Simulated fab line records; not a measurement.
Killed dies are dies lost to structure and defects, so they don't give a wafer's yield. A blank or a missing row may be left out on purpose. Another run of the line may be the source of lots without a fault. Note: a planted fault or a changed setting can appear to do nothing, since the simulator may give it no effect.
Chamber matching -- flow berkeley-cmos170 -- UCB170_NWELL_WET_ETCH_00 on wet-bench-04 has 3 sister chambers
The step etches SiO2 in dHF, time 200 s. 3 wafers are shown with their chamber, then 2 later ones without.

== WAFERS WITH THEIR CHAMBER ==
wafer,chamber,bath-heat-duty-pct (%)
L202.6,3,6.9
L204.6,1,6.5
L214.1,0,3.5

== WAFERS WITHOUT THEIR CHAMBER ==
wafer,bath-heat-duty-pct (%)
L214.3,4.1
L214.5,4.8

== CHAMBER TAKEN BY EACH ==
wafer,from the rows above,in truth
L214.3,can't be placed: 0 or 1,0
L214.5,can't be placed: 0 or 1 or 3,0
Correctly placed: 0 of 2. Unplaceable from these rows: 2, with the true chamber sitting among the candidates in 2. Wrongly placed: 0.
How it was worked out, from the rows above alone: a wafer's distance from a chamber is the root of the sum, over the readings, of the square of ((its reading less the chamber's mean) divided by the reading's scatter). The wafer belongs to the nearest chamber; if the next one is less than 2 further off, it can't be placed. The mean given for a chamber averages the wafers shown for that chamber. The scatter: root of mean squared gap, hidden wafer to nearest shown wafer, with one shown wafer a chamber.
